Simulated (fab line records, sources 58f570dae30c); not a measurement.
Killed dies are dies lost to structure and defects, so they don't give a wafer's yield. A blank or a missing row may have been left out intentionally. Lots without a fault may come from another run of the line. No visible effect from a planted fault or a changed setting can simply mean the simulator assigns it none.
fab line records || flow berkeley_cmos170 || part 2 of 2: steps 28 to 37 of 37
record: {"lots": 5, "wafers": 15, "last_day": 12}
route steps=331 shown M2@274 V2@292 M3@309
lots untouched by any fault: they come from a run of this same line in which no faults occurred
start_h: hours from the record's first day to the start of the lot's first wafer shown || wait_h: how many hours have passed since the lot's step before this one || " the same as in the row above || L1.1+2: several wafers, shown together as one row || - no value present, or no start provided || * or withheld: withheld || < > ~ a bound
route shown NAME@n: names a module that has steps shown in the file, with the first one's number in the route || usual: mean and standard deviation over wafers with no fault || same: alike in all rows || chamber/n: place in a boat || sites: the reading at each site || _std_site: the values' standard deviation || _edge_site: the outer-site mean with the inner-site mean subtracted || radius_mm: for every site, how far away it sits from the centre of the wafer || mask NAME#n: copy n || behind: tool/chamber where the wafer was last shaped || hold: why the lot was held/for how many hours/how that ended || device: names the non-switching transistor (n, p or np) || end of line: the route-end tests of the same wafers || step lacking rows: just its recipe || killed: the dies lost at the first sort to structure and to defects; this is not the yield of the wafer || map: dies across one wafer; x = killed, . = not, _ = none there
set.NAME: setting as actually run; set.NAME@STEP: the setting as run at that earlier step || model.NAME: the simulator's own value behind a step, which no gauge read
certain route steps with their lots: each step a table, each wafer a row
services: when a tool's chamber went out of use (start_h, in hours from the record's first day, below 0 if earlier), for how many hours, and the reason
== steps ==
step: UCB170_V2_EXPOSE_09
recipe: {"mask_id": "VIA2", "target_cd_nm": 700, "na": 0.5, "sigma_outer": 0.6, "source_shape": "conventional", "dose_mj": 37}
usual: {"focus_offset_nm": "0.0/0.52"}
{"lot.wafer": "L079.4", "tool": "krf_scanner-02", "chamber": 0, "start_h": 209.45, "wait_h": 0.2, "mask": "VIA2#0", "focus_offset_nm": 0.1}
{"lot.wafer": "L079.5", "tool": "krf_scanner-02", "chamber": 0, "start_h": 209.45, "wait_h": 0.2, "mask": "VIA2#0", "focus_offset_nm": -0.3}
{"lot.wafer": "L079.6", "tool": "krf_scanner-02", "chamber": 0, "start_h": 209.45, "wait_h": 0.2, "mask": "VIA2#0", "focus_offset_nm": -0.3}
{"lot.wafer": "L086.1", "tool": "krf_scanner-02", "chamber": 0, "start_h": 256.98, "wait_h": 0.2, "mask": "VIA2#0", "focus_offset_nm": -0.2}
{"lot.wafer": "L086.3", "tool": "krf_scanner-02", "chamber": 0, "start_h": 256.98, "wait_h": 0.2, "mask": "VIA2#0", "focus_offset_nm": 0.8}
{"lot.wafer": "L086.5", "tool": "krf_scanner-02", "chamber": 0, "start_h": 256.98, "wait_h": 0.2, "mask": "VIA2#0", "focus_offset_nm": 0.0}
{"lot.wafer": "L090.1", "tool": "krf_scanner-02", "chamber": 0, "start_h": 267.51, "wait_h": 0.2, "mask": "VIA2#0", "focus_offset_nm": 0.2}
{"lot.wafer": "L090.3", "tool": "krf_scanner-02", "chamber": 0, "start_h": 267.51, "wait_h": 0.2, "mask": "VIA2#0", "focus_offset_nm": 0.5}
{"lot.wafer": "L090.6", "tool": "krf_scanner-02", "chamber": 0, "start_h": 267.51, "wait_h": 0.2, "mask": "VIA2#0", "focus_offset_nm": -0.1}
{"lot.wafer": "L093.1", "tool": "krf_scanner-01", "chamber": 0, "start_h": 293.52, "wait_h": 0.2, "mask": "VIA2#0", "focus_offset_nm": 0.5}
{"lot.wafer": "L093.2", "tool": "krf_scanner-01", "chamber": 0, "start_h": 293.52, "wait_h": 0.2, "mask": "VIA2#0", "focus_offset_nm": 0.3}
{"lot.wafer": "L093.5", "tool": "krf_scanner-01", "chamber": 0, "start_h": 293.52, "wait_h": 0.2, "mask": "VIA2#0", "focus_offset_nm": 1.3}
{"lot.wafer": "L092.1", "tool": "krf_scanner-02", "chamber": 0, "start_h": 294.16, "wait_h": 0.3, "mask": "VIA2#0", "focus_offset_nm": 0.2}
{"lot.wafer": "L092.5", "tool": "krf_scanner-02", "chamber": 0, "start_h": 294.16, "wait_h": 0.3, "mask": "VIA2#0", "focus_offset_nm": -1.1}
{"lot.wafer": "L092.6", "tool": "krf_scanner-02", "chamber": 0, "start_h": 294.16, "wait_h": 0.3, "mask": "VIA2#0", "focus_offset_nm": 0.4}
step: UCB170_V2_PEB_10
recipe: {"peb_temp_c": 130, "peb_time_s": "withheld", "resist": "KrF"}
usual: {"plate_temp_C": "130.01/0.12"}
{"lot.wafer": "L079.4", "tool": "litho_track-04", "chamber": 0, "start_h": 209.87, "wait_h": 0.4, "plate_temp_C": 130.03}
{"lot.wafer": "L079.5", "tool": "litho_track-04", "chamber": 0, "start_h": 209.87, "wait_h": 0.4, "plate_temp_C": 130.04}
{"lot.wafer": "L079.6", "tool": "litho_track-04", "chamber": 0, "start_h": 209.87, "wait_h": 0.4, "plate_temp_C": 129.84}
{"lot.wafer": "L086.1", "tool": "litho_track-01", "chamber": 0, "start_h": 257.26, "wait_h": 0.3, "plate_temp_C": 129.84}
{"lot.wafer": "L086.3", "tool": "litho_track-01", "chamber": 0, "start_h": 257.26, "wait_h": 0.3, "plate_temp_C": 130.00}
{"lot.wafer": "L086.5", "tool": "litho_track-01", "chamber": 0, "start_h": 257.26, "wait_h": 0.3, "plate_temp_C": 129.91}
{"lot.wafer": "L090.1", "tool": "litho_track-04", "chamber": 0, "start_h": 268.08, "wait_h": 0.6, "plate_temp_C": 130.09}
{"lot.wafer": "L090.3", "tool": "litho_track-04", "chamber": 0, "start_h": 268.08, "wait_h": 0.6, "plate_temp_C": 129.93}
{"lot.wafer": "L090.6", "tool": "litho_track-04", "chamber": 0, "start_h": 268.08, "wait_h": 0.6, "plate_temp_C": 129.98}
{"lot.wafer": "L093.1", "tool": "litho_track-03", "chamber": 0, "start_h": 293.92, "wait_h": 0.4, "plate_temp_C": 130.06}
{"lot.wafer": "L093.2", "tool": "litho_track-03", "chamber": 0, "start_h": 293.92, "wait_h": 0.4, "plate_temp_C": 129.98}
{"lot.wafer": "L093.5", "tool": "litho_track-03", "chamber": 0, "start_h": 293.92, "wait_h": 0.4, "plate_temp_C": 129.96}
{"lot.wafer": "L092.1", "tool": "litho_track-01", "chamber": 0, "start_h": 294.90, "wait_h": 0.7, "plate_temp_C": 129.93}
{"lot.wafer": "L092.5", "tool": "litho_track-01", "chamber": 0, "start_h": 294.90, "wait_h": 0.7, "plate_temp_C": 130.00}
{"lot.wafer": "L092.6", "tool": "litho_track-01", "chamber": 0, "start_h": 294.90, "wait_h": 0.7, "plate_temp_C": 129.88}
step: UCB170_V2_DEVELOP_11
recipe: {"developer": "TMAH", "develop_time_s": 45, "resist": "KrF", "dev_temp_c": 21}
usual: {"developer_temp_C": "20.99/0.1"}
{"lot.wafer": "L079.4", "tool": "litho_track-04", "chamber": 0, "start_h": "-", "wait_h": "-", "developer_temp_C": 20.96}
{"lot.wafer": "L079.5", "tool": "litho_track-04", "chamber": 0, "start_h": "-", "wait_h": "-", "developer_temp_C": 21.04}
{"lot.wafer": "L079.6", "tool": "litho_track-04", "chamber": 0, "start_h": "-", "wait_h": "-", "developer_temp_C": 20.98}
{"lot.wafer": "L086.1", "tool": "litho_track-01", "chamber": 0, "start_h": "-", "wait_h": "-", "developer_temp_C": 20.80}
{"lot.wafer": "L086.3", "tool": "litho_track-01", "chamber": 0, "start_h": "-", "wait_h": "-", "developer_temp_C": 20.84}
{"lot.wafer": "L086.5", "tool": "litho_track-01", "chamber": 0, "start_h": "-", "wait_h": "-", "developer_temp_C": 20.90}
{"lot.wafer": "L090.1", "tool": "litho_track-04", "chamber": 0, "start_h": "-", "wait_h": "-", "developer_temp_C": 20.93}
{"lot.wafer": "L090.3", "tool": "litho_track-04", "chamber": 0, "start_h": "-", "wait_h": "-", "developer_temp_C": 21.00}
{"lot.wafer": "L090.6", "tool": "litho_track-04", "chamber": 0, "start_h": "-", "wait_h": "-", "developer_temp_C": 20.99}
{"lot.wafer": "L093.1", "tool": "litho_track-03", "chamber": 0, "start_h": "-", "wait_h": "-", "developer_temp_C": 21.03}
{"lot.wafer": "L093.2", "tool": "litho_track-03", "chamber": 0, "start_h": "-", "wait_h": "-", "developer_temp_C": 20.92}
{"lot.wafer": "L093.5", "tool": "litho_track-03", "chamber": 0, "start_h": "-", "wait_h": "-", "developer_temp_C": 21.02}
{"lot.wafer": "L092.1", "tool": "litho_track-01", "chamber": 0, "start_h": "-", "wait_h": "-", "developer_temp_C": 21.10}
{"lot.wafer": "L092.5", "tool": "litho_track-01", "chamber": 0, "start_h": "-", "wait_h": "-", "developer_temp_C": 21.11}
{"lot.wafer": "L092.6", "tool": "litho_track-01", "chamber": 0, "start_h": "-", "wait_h": "-", "developer_temp_C": 21.12}
step: UCB170_V2_CD_MEAS_12
recipe: {"target_cd_nm": 700}
usual: {"cd_nm": "700.1/1.7"}
{"lot.wafer": "L079.4", "tool": "cd_sem-02", "chamber": "-", "start_h": 210.37, "wait_h": "-", "cd_nm": 700.0}
{"lot.wafer": "L079.5", "tool": "cd_sem-02", "chamber": "-", "start_h": 210.37, "wait_h": "-", "cd_nm": 701.2}
{"lot.wafer": "L079.6", "tool": "cd_sem-02", "chamber": "-", "start_h": 210.37, "wait_h": "-", "cd_nm": 701.7}
{"lot.wafer": "L086.1", "tool": "cd_sem-01", "chamber": "-", "start_h": 257.53, "wait_h": "-", "cd_nm": 702.7}
{"lot.wafer": "L086.3", "tool": "cd_sem-01", "chamber": "-", "start_h": 257.53, "wait_h": "-", "cd_nm": 701.9}
{"lot.wafer": "L086.5", "tool": "cd_sem-01", "chamber": "-", "start_h": 257.53, "wait_h": "-", "cd_nm": 703.5}
{"lot.wafer": "L090.1", "tool": "cd_sem-01", "chamber": "-", "start_h": 268.47, "wait_h": "-", "cd_nm": 701.2}
{"lot.wafer": "L090.3", "tool": "cd_sem-01", "chamber": "-", "start_h": 268.47, "wait_h": "-", "cd_nm": 700.7}
{"lot.wafer": "L090.6", "tool": "cd_sem-01", "chamber": "-", "start_h": 268.47, "wait_h": "-", "cd_nm": 700.8}
{"lot.wafer": "L093.1", "tool": "cd_sem-01", "chamber": "-", "start_h": 294.19, "wait_h": "-", "cd_nm": 698.5}
{"lot.wafer": "L093.2", "tool": "cd_sem-01", "chamber": "-", "start_h": 294.19, "wait_h": "-", "cd_nm": 697.9}
{"lot.wafer": "L093.5", "tool": "cd_sem-01", "chamber": "-", "start_h": 294.19, "wait_h": "-", "cd_nm": 699.5}
{"lot.wafer": "L092.1", "tool": "cd_sem-01", "chamber": "-", "start_h": 295.17, "wait_h": "-", "cd_nm": 698.1}
{"lot.wafer": "L092.5", "tool": "cd_sem-01", "chamber": "-", "start_h": 295.17, "wait_h": "-", "cd_nm": 698.5}
{"lot.wafer": "L092.6", "tool": "cd_sem-01", "chamber": "-", "start_h": 295.17, "wait_h": "-", "cd_nm": 698.5}
step: UCB170_V2_OVL_MEAS_13
usual: {"V2_OVL": "-2/5.2"}
{"lot.wafer": "L079.4", "tool": "overlay-01", "chamber": "-", "start_h": 210.45, "wait_h": 0.1, "V2_OVL[nm]": 3}
{"lot.wafer": "L079.5", "tool": "overlay-01", "chamber": "-", "start_h": 210.45, "wait_h": 0.1, "V2_OVL[nm]": -8}
{"lot.wafer": "L079.6", "tool": "overlay-01", "chamber": "-", "start_h": 210.45, "wait_h": 0.1, "V2_OVL[nm]": 6}
{"lot.wafer": "L086.1", "tool": "overlay-01", "chamber": "-", "start_h": 257.65, "wait_h": 0.1, "V2_OVL[nm]": 0}
{"lot.wafer": "L086.3", "tool": "overlay-01", "chamber": "-", "start_h": 257.65, "wait_h": 0.1, "V2_OVL[nm]": 5}
{"lot.wafer": "L086.5", "tool": "overlay-01", "chamber": "-", "start_h": 257.65, "wait_h": 0.1, "V2_OVL[nm]": 0}
{"lot.wafer": "L090.1", "tool": "overlay-01", "chamber": "-", "start_h": 268.59, "wait_h": 0.1, "V2_OVL[nm]": -10}
{"lot.wafer": "L090.3", "tool": "overlay-01", "chamber": "-", "start_h": 268.59, "wait_h": 0.1, "V2_OVL[nm]": -8}
{"lot.wafer": "L090.6", "tool": "overlay-01", "chamber": "-", "start_h": 268.59, "wait_h": 0.1, "V2_OVL[nm]": -8}
{"lot.wafer": "L093.1", "tool": "overlay-01", "chamber": "-", "start_h": 294.31, "wait_h": 0.1, "V2_OVL[nm]": -2}
{"lot.wafer": "L093.2", "tool": "overlay-01", "chamber": "-", "start_h": 294.31, "wait_h": 0.1, "V2_OVL[nm]": -3}
{"lot.wafer": "L093.5", "tool": "overlay-01", "chamber": "-", "start_h": 294.31, "wait_h": 0.1, "V2_OVL[nm]": -10}
{"lot.wafer": "L092.1", "tool": "overlay-02", "chamber": "-", "start_h": 295.29, "wait_h": 0.1, "V2_OVL[nm]": 1}
{"lot.wafer": "L092.5", "tool": "overlay-02", "chamber": "-", "start_h": 295.29, "wait_h": 0.1, "V2_OVL[nm]": 7}
{"lot.wafer": "L092.6", "tool": "overlay-02", "chamber": "-", "start_h": 295.29, "wait_h": 0.1, "V2_OVL[nm]": 6}
step: UCB170_V2_ETCH_14
recipe: {"chemistry": "CHF3/CF4/Ar", "target": "SiO2", "stop_on": "Al", "CHF3_flow_sccm": 45, "cf4_flow_sccm": 15, "Ar_flow_sccm": 150, "pressure_mtorr": 200, "rf_w": 700, "target_depth_a": 12500, "over_etch_frac": 0.25, "time_s": 291}
usual: {"drypump_motor_current_A": "5.7/0.51", "oes_product_au": "0.870/0.014", "throttle_valve_pct": "6.95/0.096"}
{"lot.wafer": "L079.4", "tool": "rie_diel-03", "chamber": 2, "start_h": 210.47, "wait_h": 0.0, "drypump_motor_current_A": 6.4, "oes_product_au": 0.876, "rf_hours_counter_h": 18, "throttle_valve_pct": 6.89}
{"lot.wafer": "L079.5", "tool": "rie_diel-03", "chamber": 2, "start_h": 210.47, "wait_h": 0.0, "drypump_motor_current_A": 6.4, "oes_product_au": 0.871, "rf_hours_counter_h": "-", "throttle_valve_pct": 6.88}
{"lot.wafer": "L079.6", "tool": "rie_diel-03", "chamber": 3, "start_h": 210.47, "wait_h": 0.0, "drypump_motor_current_A": 5.0, "oes_product_au": 0.854, "rf_hours_counter_h": "-", "throttle_valve_pct": 6.97}
{"lot.wafer": "L086.1", "tool": "rie_diel-03", "chamber": 2, "start_h": 257.69, "wait_h": 0.0, "drypump_motor_current_A": 6.4, "oes_product_au": 0.877, "rf_hours_counter_h": 20, "throttle_valve_pct": 6.88}
{"lot.wafer": "L086.3", "tool": "rie_diel-03", "chamber": 3, "start_h": 257.69, "wait_h": 0.0, "drypump_motor_current_A": 5.0, "oes_product_au": 0.857, "rf_hours_counter_h": 8, "throttle_valve_pct": 6.96}
{"lot.wafer": "L086.5", "tool": "rie_diel-03", "chamber": 0, "start_h": 257.69, "wait_h": 0.0, "drypump_motor_current_A": 5.9, "oes_product_au": 0.860, "rf_hours_counter_h": "-", "throttle_valve_pct": 6.76}
{"lot.wafer": "L090.1", "tool": "rie_diel-04", "chamber": 0, "start_h": 268.62, "wait_h": 0.0, "drypump_motor_current_A": 5.7, "oes_product_au": 0.864, "rf_hours_counter_h": 7, "throttle_valve_pct": 7.00}
{"lot.wafer": "L090.3", "tool": "rie_diel-04", "chamber": 3, "start_h": 268.62, "wait_h": 0.0, "drypump_motor_current_A": 6.2, "oes_product_au": 0.883, "rf_hours_counter_h": 11, "throttle_valve_pct": 7.11}
{"lot.wafer": "L090.6", "tool": "rie_diel-04", "chamber": 2, "start_h": 268.62, "wait_h": 0.0, "drypump_motor_current_A": 6.1, "oes_product_au": 0.899, "rf_hours_counter_h": "-", "throttle_valve_pct": 7.02}
{"lot.wafer": "L093.1", "tool": "rie_diel-01", "chamber": 3, "start_h": 294.35, "wait_h": 0.0, "drypump_motor_current_A": 4.9, "oes_product_au": 0.885, "rf_hours_counter_h": 22, "throttle_valve_pct": 6.85}
{"lot.wafer": "L093.2", "tool": "rie_diel-01", "chamber": 2, "start_h": 294.35, "wait_h": 0.0, "drypump_motor_current_A": 6.0, "oes_product_au": 0.879, "rf_hours_counter_h": 121, "throttle_valve_pct": 6.97}
{"lot.wafer": "L093.5", "tool": "rie_diel-01", "chamber": 3, "start_h": 294.35, "wait_h": 0.0, "drypump_motor_current_A": 4.9, "oes_product_au": 0.872, "rf_hours_counter_h": "-", "throttle_valve_pct": 6.85}
{"lot.wafer": "L092.1", "tool": "rie_diel-03", "chamber": 3, "start_h": 295.33, "wait_h": 0.0, "drypump_motor_current_A": 5.0, "oes_product_au": 0.861, "rf_hours_counter_h": 10, "throttle_valve_pct": 6.97}
{"lot.wafer": "L092.5", "tool": "rie_diel-03", "chamber": 1, "start_h": 295.33, "wait_h": 0.0, "drypump_motor_current_A": 5.6, "oes_product_au": 0.863, "rf_hours_counter_h": "-", "throttle_valve_pct": 7.02}
{"lot.wafer": "L092.6", "tool": "rie_diel-03", "chamber": 0, "start_h": 295.33, "wait_h": 0.0, "drypump_motor_current_A": 5.9, "oes_product_au": 0.846, "rf_hours_counter_h": "-", "throttle_valve_pct": 6.76}
step: UCB170_V2_STRIP_15
recipe: {"chemistry": "O2", "power_w": 400, "pressure_mtorr": 3500, "platen_temp_c": "withheld", "o2_flow_sccm": 400, "overash_fraction": 0.5}
usual: {"drypump_motor_current_A": "5.6/0.41", "oes_product_au": "0.721/0.0046", "strip_time_to_endpoint_s": "15.31/0.08"}
{"lot.wafer": "L079.4", "tool": "plasma_asher-02", "chamber": 0, "start_h": 210.68, "wait_h": 0.1, "drypump_motor_current_A": 6.2, "oes_product_au": 0.716, "rf_hours_counter_h": "-", "strip_time_to_endpoint_s": 15.48}
{"lot.wafer": "L079.5", "tool": "plasma_asher-02", "chamber": 1, "start_h": 210.68, "wait_h": 0.1, "drypump_motor_current_A": 5.1, "oes_product_au": 0.722, "rf_hours_counter_h": "-", "strip_time_to_endpoint_s": 15.39}
{"lot.wafer": "L079.6", "tool": "plasma_asher-02", "chamber": 0, "start_h": 210.68, "wait_h": 0.1, "drypump_motor_current_A": 6.2, "oes_product_au": 0.715, "rf_hours_counter_h": "-", "strip_time_to_endpoint_s": 15.44}
{"lot.wafer": "L086.1", "tool": "plasma_asher-01", "chamber": 0, "start_h": 257.87, "wait_h": 0.1, "drypump_motor_current_A": 5.2, "oes_product_au": 0.729, "rf_hours_counter_h": 55, "strip_time_to_endpoint_s": 15.36}
{"lot.wafer": "L086.3", "tool": "plasma_asher-01", "chamber": 0, "start_h": 257.87, "wait_h": 0.1, "drypump_motor_current_A": 5.2, "oes_product_au": 0.716, "rf_hours_counter_h": "-", "strip_time_to_endpoint_s": 15.34}
{"lot.wafer": "L086.5", "tool": "plasma_asher-01", "chamber": 0, "start_h": 257.87, "wait_h": 0.1, "drypump_motor_current_A": 5.2, "oes_product_au": 0.717, "rf_hours_counter_h": "-", "strip_time_to_endpoint_s": 15.34}
{"lot.wafer": "L090.1", "tool": "plasma_asher-02", "chamber": 1, "start_h": 268.80, "wait_h": 0.1, "drypump_motor_current_A": 5.1, "oes_product_au": 0.726, "rf_hours_counter_h": 46, "strip_time_to_endpoint_s": 15.18}
{"lot.wafer": "L090.3", "tool": "plasma_asher-02", "chamber": 1, "start_h": 268.80, "wait_h": 0.1, "drypump_motor_current_A": 5.1, "oes_product_au": 0.726, "rf_hours_counter_h": "-", "strip_time_to_endpoint_s": 15.18}
{"lot.wafer": "L090.6", "tool": "plasma_asher-02", "chamber": 1, "start_h": 268.80, "wait_h": 0.1, "drypump_motor_current_A": 5.1, "oes_product_au": 0.719, "rf_hours_counter_h": "-", "strip_time_to_endpoint_s": 15.24}
{"lot.wafer": "L093.1", "tool": "plasma_asher-01", "chamber": 1, "start_h": 294.52, "wait_h": 0.1, "drypump_motor_current_A": 5.6, "oes_product_au": 0.724, "rf_hours_counter_h": 58, "strip_time_to_endpoint_s": 15.25}
{"lot.wafer": "L093.2", "tool": "plasma_asher-01", "chamber": 0, "start_h": 294.52, "wait_h": 0.1, "drypump_motor_current_A": 5.1, "oes_product_au": 0.728, "rf_hours_counter_h": 58, "strip_time_to_endpoint_s": 15.22}
{"lot.wafer": "L093.5", "tool": "plasma_asher-01", "chamber": 0, "start_h": 294.52, "wait_h": 0.1, "drypump_motor_current_A": 5.1, "oes_product_au": 0.729, "rf_hours_counter_h": "-", "strip_time_to_endpoint_s": 15.38}
{"lot.wafer": "L092.1", "tool": "plasma_asher-03", "chamber": 1, "start_h": 295.51, "wait_h": 0.1, "drypump_motor_current_A": 5.9, "oes_product_au": 0.725, "rf_hours_counter_h": 20, "strip_time_to_endpoint_s": 15.28}
{"lot.wafer": "L092.5", "tool": "plasma_asher-03", "chamber": 1, "start_h": 295.51, "wait_h": 0.1, "drypump_motor_current_A": 5.8, "oes_product_au": 0.722, "rf_hours_counter_h": "-", "strip_time_to_endpoint_s": 15.30}
{"lot.wafer": "L092.6", "tool": "plasma_asher-03", "chamber": 0, "start_h": 295.51, "wait_h": 0.1, "drypump_motor_current_A": 5.7, "oes_product_au": 0.723, "rf_hours_counter_h": "-", "strip_time_to_endpoint_s": 15.36}
step: UCB170_V2_CD_MEAS_90
recipe: {"target_cd_nm": 700}
usual: {"cd_nm": "700.0/1.7"}
{"lot.wafer": "L079.4", "tool": "cd_sem-02", "chamber": "-", "start_h": 210.97, "wait_h": 0.3, "cd_nm": 698.7}
{"lot.wafer": "L079.5", "tool": "cd_sem-02", "chamber": "-", "start_h": 210.97, "wait_h": 0.3, "cd_nm": 700.7}
{"lot.wafer": "L079.6", "tool": "cd_sem-02", "chamber": "-", "start_h": 210.97, "wait_h": 0.3, "cd_nm": 701.3}
{"lot.wafer": "L086.1", "tool": "cd_sem-02", "chamber": "-", "start_h": 257.97, "wait_h": 0.1, "cd_nm": 703.7}
{"lot.wafer": "L086.3", "tool": "cd_sem-02", "chamber": "-", "start_h": 257.97, "wait_h": 0.1, "cd_nm": 701.7}
{"lot.wafer": "L086.5", "tool": "cd_sem-02", "chamber": "-", "start_h": 257.97, "wait_h": 0.1, "cd_nm": 703.0}
{"lot.wafer": "L090.1", "tool": "cd_sem-01", "chamber": "-", "start_h": 268.90, "wait_h": 0.1, "cd_nm": 701.6}
{"lot.wafer": "L090.3", "tool": "cd_sem-01", "chamber": "-", "start_h": 268.90, "wait_h": 0.1, "cd_nm": 700.4}
{"lot.wafer": "L090.6", "tool": "cd_sem-01", "chamber": "-", "start_h": 268.90, "wait_h": 0.1, "cd_nm": 700.7}
{"lot.wafer": "L093.1", "tool": "cd_sem-01", "chamber": "-", "start_h": 294.62, "wait_h": 0.1, "cd_nm": 698.4}
{"lot.wafer": "L093.2", "tool": "cd_sem-01", "chamber": "-", "start_h": 294.62, "wait_h": 0.1, "cd_nm": 697.3}
{"lot.wafer": "L093.5", "tool": "cd_sem-01", "chamber": "-", "start_h": 294.62, "wait_h": 0.1, "cd_nm": 699.5}
{"lot.wafer": "L092.1", "tool": "cd_sem-01", "chamber": "-", "start_h": 295.71, "wait_h": 0.2, "cd_nm": 698.5}
{"lot.wafer": "L092.5", "tool": "cd_sem-01", "chamber": "-", "start_h": 295.71, "wait_h": 0.2, "cd_nm": 698.5}
{"lot.wafer": "L092.6", "tool": "cd_sem-01", "chamber": "-", "start_h": 295.71, "wait_h": 0.2, "cd_nm": 699.0}
step: UCB170_M3_PRE_CLEAN_00
recipe: {"gas": "Ar", "preclean_etch_time_s": 60}
{"lot.wafer": "L079.4+5+6", "tool": "pvd_sputter-03", "chamber": "-", "start_h": 211.07, "wait_h": 0.1}
{"lot.wafer": "L086.1+3+5", "tool": "pvd_sputter-03", "chamber": "-", "start_h": 258.09, "wait_h": 0.1}
{"lot.wafer": "L090.1+3+6", "tool": "pvd_sputter-01", "chamber": "-", "start_h": 269.02, "wait_h": 0.1}
{"lot.wafer": "L093.1+2+5", "tool": "pvd_sputter-04", "chamber": "-", "start_h": 294.74, "wait_h": 0.1}
{"lot.wafer": "L092.1+5+6", "tool": "pvd_sputter-01", "chamber": "-", "start_h": 295.83, "wait_h": 0.1}
step: UCB170_M3_SPUTTER_01
recipe: {"material": "Al", "target_thk_nm": 900, "time_s": 120, "power_w": 6000, "chamber_pressure_pa": 0.5}
usual: {"throttle_valve_pct": "29.7/1.1"}
{"lot.wafer": "L079.4", "tool": "pvd_sputter-03", "chamber": "-", "start_h": 211.14, "wait_h": 0.0, "throttle_valve_pct": 29.2}
{"lot.wafer": "L079.5", "tool": "pvd_sputter-03", "chamber": "-", "start_h": 211.14, "wait_h": 0.0, "throttle_valve_pct": 30.1}
{"lot.wafer": "L079.6", "tool": "pvd_sputter-03", "chamber": "-", "start_h": 211.14, "wait_h": 0.0, "throttle_valve_pct": 28.1}
{"lot.wafer": "L086.1", "tool": "pvd_sputter-03", "chamber": "-", "start_h": 258.16, "wait_h": 0.0, "throttle_valve_pct": 27.9}
{"lot.wafer": "L086.3", "tool": "pvd_sputter-03", "chamber": "-", "start_h": 258.16, "wait_h": 0.0, "throttle_valve_pct": 29.3}
{"lot.wafer": "L086.5", "tool": "pvd_sputter-03", "chamber": "-", "start_h": 258.16, "wait_h": 0.0, "throttle_valve_pct": 27.7}
{"lot.wafer": "L090.1", "tool": "pvd_sputter-01", "chamber": "-", "start_h": 269.09, "wait_h": 0.0, "throttle_valve_pct": 31.2}
{"lot.wafer": "L090.3", "tool": "pvd_sputter-01", "chamber": "-", "start_h": 269.09, "wait_h": 0.0, "throttle_valve_pct": 30.4}
{"lot.wafer": "L090.6", "tool": "pvd_sputter-01", "chamber": "-", "start_h": 269.09, "wait_h": 0.0, "throttle_valve_pct": 31.3}
{"lot.wafer": "L093.1", "tool": "pvd_sputter-04", "chamber": "-", "start_h": 294.81, "wait_h": 0.0, "throttle_valve_pct": 29.8}
{"lot.wafer": "L093.2", "tool": "pvd_sputter-04", "chamber": "-", "start_h": 294.81, "wait_h": 0.0, "throttle_valve_pct": 28.5}
{"lot.wafer": "L093.5", "tool": "pvd_sputter-04", "chamber": "-", "start_h": 294.81, "wait_h": 0.0, "throttle_valve_pct": 30.6}
{"lot.wafer": "L092.1", "tool": "pvd_sputter-01", "chamber": "-", "start_h": 295.89, "wait_h": 0.0, "throttle_valve_pct": 30.4}
{"lot.wafer": "L092.5", "tool": "pvd_sputter-01", "chamber": "-", "start_h": 295.89, "wait_h": 0.0, "throttle_valve_pct": 30.1}
{"lot.wafer": "L092.6", "tool": "pvd_sputter-01", "chamber": "-", "start_h": 295.89, "wait_h": 0.0, "throttle_valve_pct": 30.7}
== services ==
{"tool": "cmp-02", "chamber": "-", "start_h": 183.32, "hours": 0.5, "kind": "repair"}
{"tool": "pecvd-04", "chamber": "-", "start_h": 188.35, "hours": 0.3, "kind": "repair"}
{"tool": "krf_scanner-01", "chamber": "-", "start_h": 192.02, "hours": 0.3, "kind": "repair"}
{"tool": "rie_diel-01", "chamber": 2, "start_h": 196.39, "hours": 4.4, "kind": "repair"}
{"tool": "plasma_asher-04", "chamber": "-", "start_h": 197.92, "hours": 0.5, "kind": "repair"}
{"tool": "pvd_sputter-04", "chamber": "-", "start_h": 204.49, "hours": 54.0, "kind": "repair"}
{"tool": "pvd_sputter-01", "chamber": "-", "start_h": 215.17, "hours": 3.0, "kind": "repair"}
{"tool": "rie_diel-03", "chamber": 0, "start_h": 219.39, "hours": 8.2, "kind": "repair"}
{"tool": "krf_scanner-01", "chamber": "-", "start_h": 220.37, "hours": 0.8, "kind": "repair"}
{"tool": "pvd_sputter-01", "chamber": "-", "start_h": 221.68, "hours": 7.6, "kind": "repair"}
{"tool": "krf_scanner-01", "chamber": "-", "start_h": 224.03, "hours": 1.0, "kind": "pm"}
{"tool": "plasma_asher-03", "chamber": "-", "start_h": 229.85, "hours": 1.2, "kind": "repair"}
{"tool": "krf_scanner-01", "chamber": "-", "start_h": 231.85, "hours": 0.5, "kind": "repair"}
{"tool": "krf_scanner-02", "chamber": "-", "start_h": 233.34, "hours": 1.3, "kind": "pm"}
{"tool": "rie_diel-03", "chamber": 2, "start_h": 237.87, "hours": 3.4, "kind": "repair"}
{"tool": "rie_diel-01", "chamber": 3, "start_h": 243.70, "hours": 1.4, "kind": "repair"}
{"tool": "krf_scanner-02", "chamber": "-", "start_h": 251.28, "hours": 3.0, "kind": "pm"}
{"tool": "cmp-01", "chamber": "-", "start_h": 258.40, "hours": 8.6, "kind": "pm"}
{"tool": "rie_diel-01", "chamber": "-", "start_h": 268.60, "hours": 15.6, "kind": "pm"}
{"tool": "krf_scanner-01", "chamber": "-", "start_h": 268.96, "hours": 0.3, "kind": "repair"}
{"tool": "cmp-01", "chamber": "-", "start_h": 272.57, "hours": 2.0, "kind": "repair"}
{"tool": "cmp-01", "chamber": "-", "start_h": 275.72, "hours": 4.6, "kind": "pm"}
{"tool": "krf_scanner-01", "chamber": "-", "start_h": 276.33, "hours": 0.8, "kind": "pm"}
{"tool": "krf_scanner-02", "chamber": "-", "start_h": 279.61, "hours": 1.0, "kind": "pm"}
